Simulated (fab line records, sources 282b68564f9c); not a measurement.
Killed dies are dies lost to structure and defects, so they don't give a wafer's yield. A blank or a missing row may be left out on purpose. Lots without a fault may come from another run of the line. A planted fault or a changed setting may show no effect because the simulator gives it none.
A struck lot beside a sound one | flow rit_cmos | 15 steps out of a route of 202
Sound: wafers L157.2, L157.3, L157.5. Struck: wafers L171.1, L171.2, L171.3. The cause comes at the end.
At each step with rows: each side's tool, then ch and its chambers, then its first start. Under that, the readings that differ: sound wafers | struck wafers | difference of the means | sigmas: that difference in standard deviations of wafers without a fault.
alike: readings whose means differ by less than 2 such deviations, and words and numbers that are the same on both sides. not compared: withheld readings, readings that some wafer has no value for, bounds like >300 that may hide the same value, and numbers for which the record gives no deviation and whose values overlap.
The two part at a step that has a row with sigmas, a row that says differs or no value, or rows on one side only. Numbers that don't overlap but have no deviation are shown without sigmas and don't part them. A reading that every wafer of one side lacks parts them only if that side has two wafers or more.

first, 5 steps without rows for these wafers: RIT_M1_COAT_04 (resist thk 1300 nm); RIT_M1_SOFTBAKE_05 (time 60 s); RIT_M1_EXPOSE_06 (exposes mask M12, target cd 2600 nm); RIT_M1_PEB_07; RIT_M1_DEVELOP_08 (develop time 68 s).
RIT_M1_CD_MEAS_09: target cd 2600 nm.
  sound on cd_sem-01, day 4 04:04; struck on cd_sem-01, day 7 00:11
  alike: cd_nm
RIT_M1_OVL_MEAS_10:
  sound on overlay-01, day 4 04:10; struck on overlay-01, day 7 00:19
  alike: M1_OVL
then, 1 step without rows for these wafers: RIT_M1_HARDBAKE_11 (time 120 s).
RIT_M1_METAL_ETCH_12: etches Al in Cl2/BCl3, stops on SiO2, time 165 s, target depth 600 nm.
  sound on rie_metal-03 ch 0,1, day 4 04:26; struck on rie_metal-04 ch 0,1, day 7 00:35
  alike: drypump_motor_current_A, oes_product_au, throttle_valve_pct
  not compared: rf_hours_counter_h
then, 1 step without rows for these wafers: RIT_M1_STRIP_13 (strips in nmp, time 600 s).
RIT_M1_STRIP_14: strips in O2, time 180 s.
  sound on plasma_asher-03 ch 1, day 4 04:47; struck on plasma_asher-02 ch 0,1, day 7 00:56
  alike: drypump_motor_current_A
  not compared: rf_hours_counter_h
RIT_M1_CD_MEAS_90: target cd 2600 nm.
  sound on cd_sem-02, day 4 04:59; struck on cd_sem-02, day 7 01:07
  reading    | sound          | struck         | difference | sigmas
  cd_nm (nm) | 2595 2598 2600 | 2605 2603 2607 | +7         | +2
RIT_M1_ANNEAL_15: time 1800 s.
  sound on furnace-02 ch 0, day 4 05:05; struck on furnace-02 ch 0, day 7 01:14
  reading                   | sound                | struck               | difference | sigmas
  spike_tc_centre_C (C)     | 451.5 451.8 452.1    | 341.8 341.4 342.9    | -109.8     | -99 or more
  spike_tc_load_C (C)       | 467.1 466.3 465.1    | 356.3 356.7 353.3    | -110.7     | -99 or more
  spike_tc_source_C (C)     | 473.8 475.7 473.7    | 362.5 364.3 362.7    | -111.2     | -99 or more
  tube_center_temp_C (C)    | 449.99 450.01 450.03 | 340.05 340.02 339.98 | -109.99    | -99 or more
  tube_center_temp_C_max    | 451.30 451.06 451.49 | 341.11 341.27 341.16 | -110.10    | -99 or more
  zone_power_centre_pct (%) | 20.80 20.94 20.52    | 15.26 15.34 15.70    | -5.32      | -24
  zone_power_load_pct (%)   | 6.33 6.42 6.40       | 4.14 4.21 4.16       | -2.21      | -37
  zone_power_source_pct (%) | 8.25 8.29 8.10       | 5.32 5.40 5.33       | -2.86      | -37
RIT_M1_BOW_MEAS_16:
  sound on film_metro-01, day 4 06:36; struck on film_metro-01, day 7 02:44
  alike: M1_BOW
RIT_M1_PROBE_99:
  sound on prober-02, day 4 06:45; struck on prober-01, day 7 02:51
  reading            | sound | struck | difference | sigmas
  killed_at_M0_to_M3 | 0 0 0 | 0 0 1  | +0         | +3
  alike: defect_limited_yield, killed_at_front_end, killed_dies, killed_open, killed_short, sort_bin_3_pad_short, sort_bin_5_function, sort_bin_6_memory, sort_n_pass, sort_yield_pct

WHERE THEY PART
First at RIT_M1_CD_MEAS_90; last, within this record, at RIT_M1_PROBE_99.

WHY: what the simulator had put in
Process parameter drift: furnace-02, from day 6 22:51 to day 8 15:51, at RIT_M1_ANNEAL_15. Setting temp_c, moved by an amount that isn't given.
